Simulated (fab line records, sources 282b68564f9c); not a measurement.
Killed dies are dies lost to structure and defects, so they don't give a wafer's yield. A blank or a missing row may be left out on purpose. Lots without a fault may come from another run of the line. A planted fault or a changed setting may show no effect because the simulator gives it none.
Which tool did it? | flow rit_cmos | 14 lots, 42 wafers sampled, at 5 steps of a route of 202

WHAT THE GAUGES READ, wafer by wafer
RIT_FOX2_THK_MEAS_91.
lot  | measured    | on            | FIELD_OXIDE_LEFT_2_THK (nm)
L352 | day 2 08:38 | film_metro-04 | 259 261 252
L353 | day 2 18:09 | film_metro-02 | 256 257 256
L354 | day 2 20:24 | film_metro-02 | 261 259 258
L355 | day 3 00:14 | film_metro-02 | 259 258 254
L356 | day 3 04:38 | film_metro-04 | 263 261 260
L357 | day 3 08:41 | film_metro-02 | 254 255 256
L360 | day 4 00:58 | film_metro-02 | 249 247 254
L366 | day 5 06:43 | film_metro-02 | 260 262 262
L367 | day 5 11:28 | film_metro-04 | 245 253 248
L369 | day 5 22:24 | film_metro-02 | 254 247 256
L370 | day 6 02:29 | film_metro-02 | 258 263 261
L371 | day 6 08:51 | film_metro-04 | 254 251 243
L374 | day 6 21:59 | film_metro-02 | 272 273 267
L375 | day 7 04:02 | film_metro-02 | 258 261 260

RIT_NLDD_TW_MEAS_10.
lot  | measured    | on            | NLDD_TW
L352 | day 2 17:47 | film_metro-04 | 2494 2493 2483
L353 | day 3 03:28 | film_metro-03 | 2515 2517 2522
L354 | day 3 05:47 | film_metro-03 | 2519 2518 2524
L355 | day 3 09:50 | film_metro-03 | 2528 2525 2539
L356 | day 3 13:53 | film_metro-03 | 2512 2519 2511
L357 | day 3 19:07 | film_metro-03 | 2530 2523 2528
L360 | day 4 10:45 | film_metro-04 | 2502 2488 2490
L366 | day 5 18:19 | film_metro-03 | 2503 2500 2505
L367 | day 5 21:05 | film_metro-01 | 2508 2505 2507
L369 | day 6 08:27 | film_metro-01 | 2505 2516 2510
L370 | day 6 12:20 | film_metro-01 | 2512 2516 2530
L371 | day 6 17:59 | film_metro-01 | 2526 2521 2512
L374 | day 7 08:40 | film_metro-01 | 2515 2513 2512
L375 | day 7 13:29 | film_metro-01 | 2509 2520 2526

RIT_SDANNEAL_RS_MEAS_05: measures by four-point-probe.
lot  | measured    | on            | NSD_RS (ohm/sq)
L352 | day 3 01:31 | film_metro-03 | 84.33 84.49 84.21
L353 | day 3 10:58 | film_metro-04 | 84.68 84.35 84.34
L354 | day 3 13:18 | film_metro-03 | 84.38 84.41 84.28
L355 | day 3 17:24 | film_metro-01 | 84.34 84.49 84.14
L356 | day 3 21:33 | film_metro-03 | 86.26 86.32 86.36
L357 | day 4 02:41 | film_metro-03 | 86.15 86.29 86.06
L360 | day 4 18:22 | film_metro-04 | 84.46 84.99 84.60
L366 | day 6 02:05 | film_metro-01 | 84.90 84.73 84.87
L367 | day 6 04:44 | film_metro-01 | 84.45 84.34 84.20
L369 | day 6 16:20 | film_metro-03 | 84.37 84.39 84.49
L370 | day 6 20:16 | film_metro-04 | 84.21 84.43 84.22
L371 | day 7 01:49 | film_metro-03 | 84.33 84.15 84.23
L374 | day 7 16:47 | film_metro-03 | 83.98 84.06 84.17
L375 | day 7 21:15 | film_metro-01 | 84.36 84.43 84.83

WHICH TOOL RAN EACH LOT (tool, then ch and the chambers of the sampled wafers, then the start)
lot  | RIT_NSD_IMPLANT_08             | RIT_SDANNEAL_RTA_03
L352 | implanter-01 ch 0, day 2 23:02 | rtp_anneal-01 ch 0, day 3 01:20
L353 | implanter-01 ch 0, day 3 08:35 | rtp_anneal-02 ch 0, day 3 10:47
L354 | implanter-01 ch 0, day 3 10:56 | rtp_anneal-01 ch 0, day 3 13:07
L355 | implanter-01 ch 0, day 3 15:02 | rtp_anneal-02 ch 0, day 3 17:14
L356 | implanter-01 ch 0, day 3 19:04 | rtp_anneal-01 ch 0, day 3 21:22
L357 | implanter-01 ch 0, day 4 00:20 | rtp_anneal-02 ch 0, day 4 02:30
L360 | implanter-02 ch 0, day 4 15:53 | rtp_anneal-01 ch 0, day 4 18:11
L366 | implanter-02 ch 0, day 5 23:31 | rtp_anneal-01 ch 0, day 6 01:54
L367 | implanter-04 ch 0, day 6 02:23 | rtp_anneal-02 ch 0, day 6 04:34
L369 | implanter-02 ch 0, day 6 13:46 | rtp_anneal-01 ch 0, day 6 16:10
L370 | implanter-02 ch 0, day 6 17:35 | rtp_anneal-02 ch 0, day 6 20:04
L371 | implanter-02 ch 0, day 6 23:20 | rtp_anneal-01 ch 0, day 7 01:38
L374 | implanter-01 ch 0, day 7 14:05 | rtp_anneal-02 ch 0, day 7 16:36
L375 | implanter-02 ch 0, day 7 18:33 | rtp_anneal-02 ch 0, day 7 21:04
- RIT_NSD_IMPLANT_08
- RIT_SDANNEAL_RTA_03: time 5 s.

WHAT THE TOOLS THEMSELVES READ (means of the sampled wafers that have a number; where no wafer has one, the mark that the record gives instead)
RIT_NSD_IMPLANT_08.
lot  | tool         | beam_on_s (s) | dose_ions_cm2
L352 | implanter-01 | 10.03         | 1e+15
L353 | implanter-01 | 10.07         | 1e+15
L354 | implanter-01 | 9.84          | 1e+15
L355 | implanter-01 | 9.79          | 1e+15
L356 | implanter-01 | 9.78          | 1e+15
L357 | implanter-01 | 9.89          | 1e+15
L360 | implanter-02 | 10.13         | 1e+15
L366 | implanter-02 | 10.12         | 1e+15
L367 | implanter-04 | 9.88          | 1e+15
L369 | implanter-02 | 10.13         | 1e+15
L370 | implanter-02 | 10.07         | 1e+15
L371 | implanter-02 | 10.20         | 1e+15
L374 | implanter-01 | 10.04         | 1e+15
L375 | implanter-02 | 9.86          | 1e+15

RIT_SDANNEAL_RTA_03.
lot  | tool          | wafer_temp_C_max
L352 | rtp_anneal-01 | 1053.7
L353 | rtp_anneal-02 | 1053.9
L354 | rtp_anneal-01 | 1052.4
L355 | rtp_anneal-02 | 1052.7
L356 | rtp_anneal-01 | 1053.1
L357 | rtp_anneal-02 | 1053.2
L360 | rtp_anneal-01 | 1053.8
L366 | rtp_anneal-01 | 1053.1
L367 | rtp_anneal-02 | 1052.5
L369 | rtp_anneal-01 | 1052.9
L370 | rtp_anneal-02 | 1054.0
L371 | rtp_anneal-01 | 1054.0
L374 | rtp_anneal-02 | 1052.5
L375 | rtp_anneal-02 | 1053.6

THE ANSWER, worked out from the rows above alone
Rule: what is usual is taken from the lots themselves. Put in order of their means at a reading, lots are off if they are a third of the lots or fewer, leave a main group of 4 or more, and stand apart from it by a gap of 3 or more times the standard deviation of the main group's means; of several such gaps the widest counts. A main group whose means are all the same, to the digits that the tables above print for the reading, isn't used. A lot without any number at a reading at which 4 lots or more have one is off too. The other lots that the step has rows for count as sound. The gauges are gone through in route order, then the tools' own readings, and for those a lot's mean is taken as printed above. The first step at which some lot is off is used, and at that step the reading that is off furthest; a lot without a number counts as furthest.
Off: L356, L357, at RIT_SDANNEAL_RS_MEAS_05 (NSD_RS). The main group: mean 84.41 ohm/sq, standard deviation 0.19.
A tool fits if, at a process step before that reading, it ran every lot that is off, and no sound lot after the first of them. The gauges at RIT_SDANNEAL_RS_MEAS_05 are tried like those tools. None of those tried fits.

WHAT THE SIMULATOR HAD PUT IN
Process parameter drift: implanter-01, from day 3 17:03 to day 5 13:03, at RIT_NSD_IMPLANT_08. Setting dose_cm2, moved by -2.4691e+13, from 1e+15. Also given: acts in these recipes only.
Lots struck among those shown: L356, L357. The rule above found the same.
